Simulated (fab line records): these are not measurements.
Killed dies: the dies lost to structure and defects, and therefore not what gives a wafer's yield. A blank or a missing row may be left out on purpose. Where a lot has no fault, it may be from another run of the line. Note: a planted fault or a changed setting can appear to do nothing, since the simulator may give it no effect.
A single fault, viewed from 2 desks    flow berkeleyCmos170    each desk holds nothing but its own numbers, with what lay behind them at the end

## AT THE METROLOGY DESK
What the gauges read, lot by lot, whatever tool the lot ran on: means of the sampled wafers that have a number. Any lot whose mean is over 4 standard deviations away from the usual mean is out of limits and marked OUT; that distance is given in the brackets.
Columns: A = cdNm at UCB170_GATE_CD_MEAS_90, usual 350.5 nm; B = M2_AL_RS at UCB170_M2_RS_MEAS_02, usual 0.0320 ohm/sq
lot   first seen here  A      B
L362  day 6 16:38      351.5  0.0323
L363  day 7 19:27      346.8  0.0328
L364  day 8 10:50      350.3  0.0324
L366  day 8 11:00      349.6  0.0313
L367  day 8 11:19      351.7  0.0323
L369  day 8 19:35      351.4  0.0313
L371  day 9 03:23      349.2  0.0316
L374  day 9 11:49      351.2  0.0318
L373  day 9 12:06      350.4  0.0319
L378  day 10 17:35     352.6  0.0319
L379  day 10 17:38     349.7  0.0322
L383  day 11 08:39     349.3  0.0316
L382  day 11 09:05     353.6  0.0326
L381  day 11 09:44     349.7  0.0317
L385  day 12 00:29     352.8  0.0320
This desk's finding: nothing out of limits on any of the 15 lots.

## TOOL OWNER'S DESK, lithoTrack-01
The tool's own readings at UCB170_V1_SOFTBAKE_08 (time 60 s): means of the sampled wafers that have a number, for each lot that ran on this tool. Any lot whose mean is over 4 standard deviations away from the usual mean is out of limits and marked OUT; that distance is given in the brackets.
Columns: A = heaterPowerTotalW at UCB170_V1_SOFTBAKE_08, usual 56.80 W; B = runLengthS at UCB170_V1_SOFTBAKE_08, usual 89.17 s
lot   first seen here  A                B
L362  day 8 03:50      56.85            89.33
L366  day 9 20:40      56.85            89.28
L371  day 10 08:59     60.19 (+74) OUT  78.01 (-47) OUT
L374  day 10 19:48     60.30 (+76) OUT  77.88 (-47) OUT
L373  day 10 23:08     60.28 (+76) OUT  77.83 (-47) OUT
This desk finds L371, L373, L374 out of limits, L371 being first, at day 10 08:59 (heaterPowerTotalW at UCB170_V1_SOFTBAKE_08). Within limits: L362, L366.

## ALL TOGETHER
An alarm could have come from the tool owner's desk at day 10 08:59, on L371, L373, L374.
The metrology desk saw nothing out of limits.
The metrology desk holds a record of L371, L373, L374, inside its limits.
The lots listed all ran UCB170_V1_SOFTBAKE_08 on lithoTrack-01.

## WHAT HAD BEEN PUT IN BY THE SIMULATOR
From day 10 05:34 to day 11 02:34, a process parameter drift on lithoTrack-01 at UCB170_V1_SOFTBAKE_08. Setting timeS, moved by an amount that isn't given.
Struck lots among those shown: L371, L373, L374.
Time in hours from fault onset to the first out-of-limits reading at each desk: the tool owner's desk, 3.
